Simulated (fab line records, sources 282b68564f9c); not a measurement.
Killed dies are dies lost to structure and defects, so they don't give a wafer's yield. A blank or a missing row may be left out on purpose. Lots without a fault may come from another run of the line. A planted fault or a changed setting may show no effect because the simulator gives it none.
fab line records | flow rit_cmos
record lots=7 wafers=21 last_day=7
route steps=202 shown GATE@89 REOX@98 NLDD@103 PLDD@114 SPACER@125
lots that met no fault: from a run of the same line without faults
start_h: hours from the record's first day to the start of the lot's first wafer shown | wait_h: hours since the lot's step before | " the same as in the row above | L1.1+2: a row that stands for several wafers | - no value, or no start given | * or withheld: withheld | < > ~ a bound
route shown NAME@n: a module of which the file shows steps, and the number in the route of the first | usual: mean/standard deviation of fault-free wafers | same: alike in all rows | chamber/n: place in a boat | sites: the reading at each site | _std_site: their standard deviation | _edge_site: outer sites' mean less inner sites' | radius_mm: how far each site lies from the wafer's centre | mask NAME#n: copy n | behind: the tool/chamber that last shaped the wafer | hold: why the lot was held/for how many hours/how that ended | device: the transistor (n, p or np) that didn't switch | end of line: the same wafers' tests at the end of the route | a step without rows: its recipe alone | killed: dies lost to structure and defects at the first sort, not the wafer's yield | map: a wafer's dies, x killed, . not, _ none there
set.NAME: the setting as run; set.NAME@STEP: as run at that earlier step | model.NAME: the simulator's own value behind a step, which no gauge read
lots at some steps of the route; a table a step, a row a wafer
services: from which hour (start_h, from the record's first day; less than 0 if before it) a tool's chamber was out of use, for how many hours, and why
## steps
# step RIT_GATE_EXPOSE_13
# recipe mask_id=M6 na=0.6 source_shape=conventional sigma_outer=0.6 target_cd_nm=150 dose_mj=380
# step RIT_GATE_PEB_14
# recipe resist=NOVOLAK temp_c=withheld time_s=withheld
# step RIT_GATE_DEVELOP_15
# recipe resist=NOVOLAK develop_time_s=50 dev_temp_c=23
# step RIT_GATE_CD_MEAS_16
# recipe target_cd_nm=150
# usual cd_nm=151/3.1
# columns lot.wafer tool chamber start_h wait_h cd_nm
L478.1 cd_sem-01 - 46.62 - 153
L478.3 " - " " 150
L478.4 " - " " 153
L485.1 cd_sem-02 - 72.78 - 150
L485.2 " - " " 154
L485.4 " - " " 153
L486.3 cd_sem-02 - 80.54 - 156
L486.4 " - " " 157
L486.5 " - " " 157
L495.1 cd_sem-01 - 137.60 - 155
L495.2 " - " " 155
L495.5 " - " " 154
L498.1 cd_sem-02 - 141.06 - 150
L498.4 " - " " 151
L498.6 " - " " 152
L497.2 cd_sem-01 - 141.37 - 153
L497.4 " - " " 152
L497.6 " - " " 152
L499.1 cd_sem-02 - 149.34 - 153
L499.2 " - " " 150
L499.5 " - " " 151
# step RIT_GATE_OVL_MEAS_17
# usual GATE_OVL=0.2/1.1
# columns lot.wafer tool chamber start_h wait_h GATE_OVL[nm]
L478.1 overlay-02 - 46.74 0.1 -0.4
L478.3 " - " " -1.0
L478.4 " - " " -0.8
L485.1 overlay-02 - 72.90 0.1 0.4
L485.2 " - " " -0.2
L485.4 " - " " 0.3
L486.3 overlay-02 - 80.63 0.1 1.6
L486.4 " - " " 0.9
L486.5 " - " " 0.3
L495.1 overlay-02 - 137.72 0.1 0.2
L495.2 " - " " 0.3
L495.5 " - " " 0.7
L498.1 overlay-02 - 141.18 0.1 1.3
L498.4 " - " " 1.6
L498.6 " - " " 0.5
L497.2 overlay-02 - 141.47 0.1 -1.0
L497.4 " - " " -0.7
L497.6 " - " " -0.3
L499.1 overlay-01 - 149.46 0.1 0.7
L499.2 " - " " 0.6
L499.5 " - " " -0.1
# step RIT_GATE_HARDBAKE_18
# recipe resist=NOVOLAK temp_c=140 time_s=60
# step RIT_GATE_ETCH_19
# recipe chemistry=SF6/CHF3/O2 time_s=165 SF6_flow_sccm=30 CHF3_flow_sccm=30 O2_flow_sccm=5 target=poly-Si pressure_mtorr=40 rf_w=160 target_depth_a=3125 over_etch_frac=0.25 stop_on=SiO2
# usual drypump_motor_current_A=5.8/0.31 oes_product_au=0.848/0.013 throttle_valve_pct=10.28/0.17
# columns lot.wafer tool chamber start_h wait_h drypump_motor_current_A oes_product_au rf_hours_counter_h throttle_valve_pct
L478.1 rie_si-01 1 46.93 0.1 5.8 0.851 105 10.18
L478.3 " 2 " " 5.8 0.859 40 10.21
L478.4 " 0 " " 5.5 0.839 118 10.04
L485.1 rie_si-01 1 73.23 0.1 5.9 0.853 105 10.17
L485.2 " 0 " " 5.5 0.849 119 10.05
L485.4 " 3 " " 5.5 0.860 133 10.54
L486.3 rie_si-02 2 80.80 0.1 5.9 0.841 3 10.47
L486.4 " 0 " " 5.9 0.834 - 10.21
L486.5 " 2 " " 5.9 0.837 - 10.48
L495.1 rie_si-01 3 138.03 0.1 5.5 0.852 133 10.53
L495.2 " 1 " " 5.8 0.852 106 10.17
L495.5 " 3 " " 5.5 0.870 - 10.52
L498.1 rie_si-01 3 141.50 0.1 5.5 0.851 133 10.53
L498.4 " 2 " " 5.8 0.854 41 10.23
L498.6 " 2 " " 5.8 0.853 - 10.22
L497.2 rie_si-02 1 141.65 0.1 5.4 0.838 0 10.35
L497.4 " 2 " " 5.9 0.830 - 10.47
L497.6 " 0 " " 5.9 0.812 - 10.21
L499.1 rie_si-01 3 149.64 0.1 5.5 0.862 133 10.54
L499.2 " 0 " " 5.5 0.848 120 10.05
L499.5 " 3 " " 5.5 0.861 - 10.52
# step RIT_GATE_STRIP_20
# recipe chemistry=O2 time_s=180 resist=NOVOLAK platen_temp_c=withheld power_w=500 pressure_mtorr=4000 o2_flow_sccm=4000
# usual drypump_motor_current_A=5.3/0.32
# columns lot.wafer tool chamber start_h wait_h drypump_motor_current_A rf_hours_counter_h
L478.1 plasma_asher-02 0 47.04 0.1 5.3 42
L478.3 " 0 " " 5.3 -
L478.4 " 1 " " 5.3 -
L485.1 plasma_asher-02 1 73.34 0.1 5.4 46
L485.2 " 0 " " 5.4 46
L485.4 " 0 " " 5.3 -
L486.3 plasma_asher-01 1 80.97 0.1 4.9 -
L486.4 " 0 " " 5.0 -
L486.5 " 0 " " 5.0 -
L495.1 plasma_asher-04 0 138.14 0.1 5.9 2
L495.2 " 1 " " 5.3 2
L495.5 " 0 " " 5.9 -
L498.1 plasma_asher-01 1 141.61 0.1 4.9 50
L498.4 " 1 " " 4.9 -
L498.6 " 1 " " 4.8 -
L497.2 plasma_asher-04 1 141.76 0.1 5.3 3
L497.4 " 0 " " 5.9 -
L497.6 " 0 " " 5.9 -
L499.1 plasma_asher-01 1 149.75 0.1 4.8 50
L499.2 " 0 " " 5.0 50
L499.5 " 0 " " 5.0 -
# step RIT_GATE_CD_MEAS_90
# recipe target_cd_nm=150
# usual cd_nm=151/3.1
# columns lot.wafer tool chamber start_h wait_h cd_nm
L478.1 cd_sem-02 - 47.21 0.1 152
L478.3 " - " " 150
L478.4 " - " " 153
L485.1 cd_sem-01 - 73.51 0.1 150
L485.2 " - " " 155
L485.4 " - " " 153
L486.3 cd_sem-01 - 81.13 0.1 156
L486.4 " - " " 157
L486.5 " - " " 157
L495.1 cd_sem-02 - 138.31 0.1 155
L495.2 " - " " 155
L495.5 " - " " 154
L498.1 cd_sem-01 - 141.78 0.1 150
L498.4 " - " " 151
L498.6 " - " " 152
L497.2 cd_sem-02 - 141.96 0.1 152
L497.4 " - " " 151
L497.6 " - " " 151
L499.1 cd_sem-02 - 149.93 0.1 154
L499.2 " - " " 150
L499.5 " - " " 151
# step RIT_REOX_CLEAN_00
# recipe chemistry=SC1 mix=3:3:50 time_s=600 temp_c=75
# step RIT_REOX_CLEAN_01
# recipe chemistry=dHF dilution=50:1 time_s=29.24
# step RIT_REOX_CLEAN_02
# recipe chemistry=SC2 mix=3:3:50 time_s=600 temp_c=75 dry=n2_spin
# step RIT_REOX_OXIDATION_03
# recipe temp_c=900 ambient=O2 target_thk_a=252 ox_time_s=5580
# usual spike_tc_centre_C=902.0/1.5 spike_tc_load_C=927.2/1.1 spike_tc_source_C=923.3/1.4 tube_center_temp_C=900/0.079 tube_center_temp_C_max=902.3/0.45
# columns lot.wafer tool chamber start_h wait_h spike_tc_centre_C spike_tc_load_C spike_tc_source_C tube_center_temp_C tube_center_temp_C_max model.SiO2_of_REOX_OXIDATION_03.thk_nm
L478.1 furnace-01 0 48.27 0.6 900.8 926.3 924.1 900.03 902.3 24.71
L478.3 " 0 " " 901.4 929.0 926.2 899.98 901.9 25.21
L478.4 " 0 " " 900.2 927.9 922.4 899.92 902.1 25.49
L485.1 furnace-03 0 75.12 1.1 901.7 926.3 922.3 899.94 902.3 25.05
L485.2 " 0 " " 903.9 929.3 922.7 900 903.0 25.14
L485.4 " 0 " " 903.3 927.2 922.1 899.98 902.1 25.25
L486.3 furnace-04 0 84.18 2.6 902.5 924.9 921.9 899.95 902.4 24.24
L486.4 " 0 " " 902.4 926.4 921.4 899.87 902.5 24.49
L486.5 " 0 " " 901.4 926.6 921.8 900.01 902.2 24.37
L495.1 furnace-01 0 138.92 0.0 876.4 902.1 898.3 874.89 877.0 20.36
L495.2 " 0 " " 875.2 901.3 898.3 875.01 876.9 19.76
L495.5 " 0 " " 875.5 899.1 898.4 875.05 878.8 20.32
L497.2 furnace-01 0 143.40 1.0 878.4 903.3 898.4 875 877.2 19.54
L497.4 " 0 " " 876.8 900.7 898.5 874.77 876.7 19.55
L497.6 " 0 " " 875.6 902.5 898.6 875.04 878.0 19.53
L498.1 furnace-01 0 143.40 1.1 875.8 902.8 897.7 874.94 877.2 20.23
L498.4 " 0 " " 876.6 901.3 898.8 874.9 877.4 20.24
L498.6 " 0 " " 874.9 902.6 900.8 874.99 876.7 20.17
L499.1 furnace-04 0 151.16 0.4 902.2 926.9 920.7 899.95 902.5 25.73
L499.2 " 0 " " 903.9 925.0 923.3 900.08 902.0 25.38
L499.5 " 0 " " 903.5 925.9 923.4 900 902.3 25.54
# step RIT_REOX_THK_MEAS_04
# recipe reads=SiO2_of_REOX_OXIDATION_03
# usual REOX_OXIDE_THK=25.4/0.52
# columns lot.wafer tool chamber start_h wait_h REOX_OXIDE_THK[nm]
L478.1 film_metro-02 - 50.82 0.0 24.7
L478.3 " - " " 25.2
L478.4 " - " " 25.5
L485.1 film_metro-04 - 77.67 0.0 25.1
L485.2 " - " " 25.1
L485.4 " - " " 25.2
L486.3 film_metro-04 - 86.75 0.0 24.2
L486.4 " - " " 24.5
L486.5 " - " " 24.4
L495.1 film_metro-04 - 141.47 0.0 20.3
L495.2 " - " " 19.8
L495.5 " - " " 20.3
L498.1 film_metro-04 - 145.95 0.0 20.3
L498.4 " - " " 20.3
L498.6 " - " " 20.2
L497.2 film_metro-02 - 145.96 0.0 19.6
L497.4 " - " " 19.5
L497.6 " - " " 19.5
L499.1 film_metro-02 - 153.71 0.0 25.7
L499.2 " - " " 25.4
L499.5 " - " " 25.5
# step RIT_NLDD_HMDS_00
# recipe prime_time_s=60 prime_temp_c=140
# step RIT_NLDD_COAT_01
# recipe resist=NOVOLAK spin_rpm=3250 resist_thk_nm=1000
# step RIT_NLDD_SOFTBAKE_02
# recipe resist=NOVOLAK temp_c=90 time_s=60
# step RIT_NLDD_EXPOSE_03
# recipe mask_id=M7 na=0.57 target_cd_nm=40700 dose_mj=250
# step RIT_NLDD_PEB_04
# recipe resist=NOVOLAK temp_c=withheld time_s=withheld
# step RIT_NLDD_DEVELOP_05
# recipe resist=NOVOLAK develop_time_s=50 dev_temp_c=23
# step RIT_NLDD_OVL_MEAS_06
# usual NLDD_OVL=0.3/1.3
# columns lot.wafer tool chamber start_h wait_h NLDD_OVL[nm]
L478.1 overlay-01 - 51.85 - 0.2
L478.3 " - " " 1.9
L478.4 " - " " -0.6
L485.1 overlay-01 - 78.87 - 2.2
L485.2 " - " " -0.4
L485.4 " - " " 0.4
L486.3 overlay-02 - 87.65 - 0.4
L486.4 " - " " -1.7
L486.5 " - " " -1.0
L495.1 overlay-02 - 142.38 - 1.2
L495.2 " - " " 0.8
L495.5 " - " " 0.2
L498.1 overlay-02 - 146.99 - 0.1
L498.4 " - " " -1.1
L498.6 " - " " 1.7
L497.2 overlay-02 - 147.23 - 0.8
L497.4 " - " " 0.8
L497.6 " - " " 0.7
L499.1 overlay-01 - 154.81 - -0.3
L499.2 " - " " 0.7
L499.5 " - " " 1.0
# step RIT_NLDD_HARDBAKE_07
# recipe resist=NOVOLAK temp_c=140 time_s=60
# step RIT_NLDD_IMPLANT_08
# recipe species=P energy_kev=20 dose_cm2=4.967e+14 tilt_deg=7
# step RIT_NLDD_STRIP_09
# recipe chemistry=O2 time_s=180 resist=NOVOLAK platen_temp_c=withheld power_w=500 pressure_mtorr=4000 o2_flow_sccm=4000
# usual drypump_motor_current_A=5.4/0.33
# columns lot.wafer tool chamber start_h wait_h drypump_motor_current_A rf_hours_counter_h
L478.1 plasma_asher-02 1 52.23 0.1 5.3 43
L478.3 " 1 " " 5.3 -
L478.4 " 0 " " 5.3 -
L485.1 plasma_asher-03 0 79.23 0.1 5.9 27
L485.2 " 1 " " 5.7 27
L485.4 " 1 " " 5.7 -
L486.3 plasma_asher-03 1 88.04 0.1 5.7 -
L486.4 " 0 " " 5.9 -
L486.5 " 0 " " 5.9 -
L495.1 plasma_asher-03 1 142.71 0.1 5.7 31
L495.2 " 0 " " 5.9 31
L495.5 " 0 " " 5.9 -
L498.1 plasma_asher-02 0 147.32 0.1 5.3 55
L498.4 " 1 " " 5.3 -
L498.6 " 1 " " 5.3 -
L497.2 plasma_asher-03 0 147.56 0.1 5.9 32
L497.4 " 0 " " 5.9 -
L497.6 " 1 " " 5.7 -
L499.1 plasma_asher-03 0 155.14 0.1 5.9 33
L499.2 " 1 " " 5.6 33
L499.5 " 1 " " 5.7 -
# step RIT_NLDD_TW_MEAS_10
# usual NLDD_TW=2497/15
# columns lot.wafer tool chamber start_h wait_h NLDD_TW
L478.1 film_metro-03 - 52.40 0.1 2510
L478.3 " - " " 2507
L478.4 " - " " 2491
L485.1 film_metro-03 - 79.41 0.1 2498
L485.2 " - " " 2502
L485.4 " - " " 2512
L486.3 film_metro-02 - 88.17 0.1 2493
L486.4 " - " " 2487
L486.5 " - " " 2501
L495.1 film_metro-04 - 142.89 0.1 2481
L495.2 " - " " 2477
L495.5 " - " " 2476
L498.1 film_metro-03 - 147.50 0.1 2524
L498.4 " - " " 2512
L498.6 " - " " 2522
L497.2 film_metro-04 - 147.75 0.1 2481
L497.4 " - " " 2481
L497.6 " - " " 2467
L499.1 film_metro-02 - 155.32 0.1 2499
L499.2 " - " " 2508
L499.5 " - " " 2504
# step RIT_PLDD_HMDS_00
# recipe prime_time_s=60 prime_temp_c=140
# step RIT_PLDD_COAT_01
# recipe resist=NOVOLAK spin_rpm=3250 resist_thk_nm=1000
# step RIT_PLDD_SOFTBAKE_02
# recipe resist=NOVOLAK temp_c=90 time_s=60
# step RIT_PLDD_EXPOSE_03
# recipe mask_id=M8 na=0.57 target_cd_nm=40900 dose_mj=250
# step RIT_PLDD_PEB_04
# recipe resist=NOVOLAK temp_c=withheld time_s=withheld
# step RIT_PLDD_DEVELOP_05
# recipe resist=NOVOLAK develop_time_s=50 dev_temp_c=23
# step RIT_PLDD_OVL_MEAS_06
# usual PLDD_OVL=-0.5/1.2
# columns lot.wafer tool chamber start_h wait_h PLDD_OVL[nm]
L478.1 overlay-02 - 53.31 - -1.1
L478.3 " - " " 1.0
L478.4 " - " " -0.8
L485.1 overlay-01 - 80.44 - -3.3
L485.2 " - " " -0.7
L485.4 " - " " 1.1
L486.3 overlay-02 - 89.08 - 1.1
L486.4 " - " " 1.5
L486.5 " - " " -0.2
L495.1 overlay-02 - 143.92 - -0.2
L495.2 " - " " -2.0
L495.5 " - " " -1.4
L498.1 overlay-02 - 148.60 - -2.2
L498.4 " - " " -1.2
L498.6 " - " " 0.7
L497.2 overlay-02 - 148.89 - 0.0
L497.4 " - " " 0.1
L497.6 " - " " -1.4
L499.1 overlay-02 - 156.35 - -1.4
L499.2 " - " " 0.0
L499.5 " - " " 0.1
# step RIT_PLDD_HARDBAKE_07
# recipe resist=NOVOLAK temp_c=140 time_s=60
# step RIT_PLDD_IMPLANT_08
# recipe species=BF2 energy_kev=20 dose_cm2=9e+14 tilt_deg=7
# step RIT_PLDD_STRIP_09
# recipe chemistry=O2 time_s=180 resist=NOVOLAK platen_temp_c=withheld power_w=500 pressure_mtorr=4000 o2_flow_sccm=4000
# usual drypump_motor_current_A=5.56/0.26
# columns lot.wafer tool chamber start_h wait_h drypump_motor_current_A rf_hours_counter_h
L478.1 plasma_asher-02 1 53.65 0.1 5.34 44
L478.3 " 0 " " 5.34 -
L478.4 " 1 " " 5.35 -
L485.1 plasma_asher-03 0 80.90 0.1 5.88 27
L485.2 " 1 " " 5.65 27
L485.4 " 0 " " 5.87 -
L486.3 plasma_asher-02 0 89.46 0.1 5.31 -
L486.4 " 1 " " 5.36 -
L486.5 " 1 " " 5.34 -
L495.1 plasma_asher-04 0 144.26 0.1 5.96 3
L495.2 " 1 " " 5.28 3
L495.5 " 1 " " 5.28 -
L498.1 plasma_asher-04 1 149.18 0.1 5.27 3
L498.4 " 1 " " 5.29 -
L498.6 " 0 " " 5.90 -
L497.2 plasma_asher-03 0 149.27 0.1 5.88 32
L497.4 " 0 " " 5.87 -
L497.6 " 0 " " 5.87 -
L499.1 plasma_asher-03 0 156.69 0.1 5.85 33
L499.2 " 1 " " 5.67 33
L499.5 " 0 " " 5.87 -
# step RIT_PLDD_TW_MEAS_10
# usual PLDD_TW=2361/15
# columns lot.wafer tool chamber start_h wait_h PLDD_TW
L478.1 film_metro-02 - 53.82 0.1 2360
L478.3 " - " " 2374
L478.4 " - " " 2387
L485.1 film_metro-04 - 81.08 0.1 2358
L485.2 " - " " 2358
L485.4 " - " " 2357
L486.3 film_metro-02 - 89.59 0.1 2373
L486.4 " - " " 2357
L486.5 " - " " 2359
L495.1 film_metro-03 - 144.43 0.1 2379
L495.2 " - " " 2384
L495.5 " - " " 2365
L498.1 film_metro-03 - 149.36 0.1 2377
L498.4 " - " " 2382
L498.6 " - " " 2382
L497.2 film_metro-02 - 149.45 0.1 2366
L497.4 " - " " 2368
L497.6 " - " " 2366
L499.1 film_metro-03 - 156.86 0.1 2371
L499.2 " - " " 2387
L499.5 " - " " 2366
# step RIT_SPACER_CLEAN_00
# recipe chemistry=SC1 mix=3:3:50 time_s=600 temp_c=75
# columns lot.wafer tool chamber start_h wait_h model.SiO2_of_REOX_OXIDATION_03.thk_nm
L478.1 wet_bench-04 2 53.88 0.1 22.78
L478.3 " 2 " " 23.24
L478.4 " 2 " " 23.49
L485.1 wet_bench-04 1 81.14 0.1 23.08
L485.2 " 1 " " 23.15
L485.4 " 1 " " 23.24
L486.3 wet_bench-04 2 89.63 0.0 22.36
L486.4 " 2 " " 22.58
L486.5 " 2 " " 22.47
L495.1 wet_bench-01 0 144.49 0.1 18.75
L495.2 " 0 " " 18.2
L495.5 " 0 " " 18.71
L498.1 wet_bench-01 0 149.42 0.1 18.71
L498.4 " 0 " " 18.72
L498.6 " 0 " " 18.65
L497.2+4 wet_bench-03 1 149.50 0.0 18.03
L497.6 " 1 " " 18.01
L499.1 wet_bench-04 0 156.92 0.1 23.71
L499.2 " 0 " " 23.4
L499.5 " 0 " " 23.55
# step RIT_SPACER_CLEAN_01
# recipe chemistry=dHF dilution=50:1 time_s=30
## services
# columns tool chamber start_h hours kind
furnace-01 - 23.43 3.4 pm
rie_si-02 - 35.66 14.6 pm
plasma_asher-04 - 43.51 3.7 repair
rie_si-02 - 50.26 28.1 pm
plasma_asher-04 - 51.11 3.1 repair
plasma_asher-03 - 69.14 3.4 repair
plasma_asher-04 - 77.09 1.1 repair
rie_si-02 1 78.36 - clean
rie_si-02 1 78.36 19.1 scheduled_down
rie_si-02 1 78.36 19.1 vent_cycle
rie_si-02 2 91.23 10.4 repair
plasma_asher-04 - 108.75 9.0 pm
plasma_asher-04 0 108.75 9.0 vent_cycle
plasma_asher-04 1 108.75 9.0 vent_cycle
plasma_asher-04 0 117.75 - clean
plasma_asher-04 1 117.75 - clean
plasma_asher-03 - 121.61 15.6 pm
rie_si-01 0 123.86 4.0 repair
furnace-04 - 126.82 4.3 pm
plasma_asher-04 - 131.12 4.3 pm
rie_si-02 3 135.32 21.1 repair
plasma_asher-03 - 146.76 0.7 repair
## key
first_sign step=RIT_REOX_OXIDATION_03 reading=tube_center_temp_C direction=down sigmas=99+ usual=* struck=*
effect step=RIT_REOX_OXIDATION_03 reading=tube_center_temp_C_max direction=down sigmas=56 usual=* struck=*
effect step=RIT_REOX_THK_MEAS_04 reading=REOX_OXIDE_THK direction=down sigmas=10 usual=25.4 struck=20.0
model_effect step=RIT_REOX_OXIDATION_03 value=SiO2_of_REOX_OXIDATION_03.thk_nm without=25.74 struck=19.97
model_effect step=RIT_SPACER_CLEAN_00 value=SiO2_of_REOX_OXIDATION_03.thk_nm without=23.75 struck=18.42
met_at RIT_REOX_OXIDATION_03
struck_wafers L495.1,L495.2,L495.5,L497.2,L497.4,L497.6,L498.1,L498.4,L498.6
tester_left_out L495,L497,L498
fault kind=process_parameter_drift tool=furnace-01 chamber=- onset_h=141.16 steps=RIT_REOX_OXIDATION_03 channel=temp_c offset=* shape=step end_h=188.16 acts_in=* stated=*
# tester_left_out: of these lots the tester's yield and bins aren't shown, on N5 and GAA mostly nor the transistor test; their killed dies are dies lost to structure and defects alone, not to doping, threshold or leakage, so they don't give the yield
